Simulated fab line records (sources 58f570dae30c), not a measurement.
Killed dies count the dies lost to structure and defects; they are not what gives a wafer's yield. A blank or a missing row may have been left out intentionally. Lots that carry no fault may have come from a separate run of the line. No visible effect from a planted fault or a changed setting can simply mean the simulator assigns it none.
Which tool is to blame? -- flow berkeley-cmos170 -- Sampling: 7 lots, 21 wafers, 2 of 331 route steps

## WHAT THE GAUGES SHOWED, per wafer
UCB170_M3_RS_MEAS_02: measurement is done with a four-point probe.
lot,measured,on,M3_AL_RS (ohm/sq)
L495,day 7 12:20,film-metro-01,0.0316 0.0324 0.0316
L497,day 8 04:02,film-metro-04,0.0324 0.0325 0.0322
L500,day 8 18:19,film-metro-01,0.0322 0.0321 0.0320
L504,day 9 21:45,film-metro-04,0.0323 0.0323 0.0321
L506,day 10 02:10,film-metro-03,0.0526 0.0539 0.0521
L508,day 10 17:26,film-metro-03,0.0320 0.0325 0.0318
L517,day 12 21:26,film-metro-04,0.0319 0.0317 0.0319

## WHICH TOOL RAN EACH LOT (tool, then ch and the chambers of the sampled wafers, then the start)
lot,UCB170_M3_SPUTTER_01
L495,"pvd-sputter-02, day 7 12:14"
L497,"pvd-sputter-01, day 8 03:56"
L500,"pvd-sputter-01, day 8 18:14"
L504,"pvd-sputter-04, day 9 21:40"
L506,"pvd-sputter-02, day 10 02:05"
L508,"pvd-sputter-01, day 10 17:17"
L517,"pvd-sputter-01, day 12 21:19"
- UCB170_M3_SPUTTER_01: material Al, target thk 900 nm, time 120 s.

## THE ANSWER, worked out from the rows above alone
Rule: what is usual is taken from the lots themselves. Put in order of their means at a reading, lots are off if they are a third of the lots or fewer, leave a main group of 4 or more, and stand apart from it by a gap of 3 or more times the standard deviation of the main group's means; of several such gaps the widest counts. A main group is skipped when, at the precision printed for the reading in the tables above, its means are all equal. A lot without any number at a reading at which 4 lots or more have one is off too. All remaining lots with rows at the step are treated as sound.
Off: at UCB170_M3_RS_MEAS_02 (M3_AL_RS), L506. The main group: mean 0.0321 ohm/sq, standard deviation 0.00019.
If a tool, at a process step before that reading, ran all the lots that are off and no sound lot after the first of them, it fits. The gauges at UCB170_M3_RS_MEAS_02 are tried like those tools. One fits: UCB170_M3_SPUTTER_01 on pvd-sputter-02. Its last sound lot is L495 (day 7 12:14), its first lot that is off L506 (day 10 02:05): a fault that began between those two fits.

## WHAT HAD BEEN PUT IN BY THE SIMULATOR
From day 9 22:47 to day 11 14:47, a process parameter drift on pvd-sputter-02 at UCB170_M3_SPUTTER_01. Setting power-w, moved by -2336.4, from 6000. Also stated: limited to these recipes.
Lots struck among those shown: L506. The rule above reached the same finding.
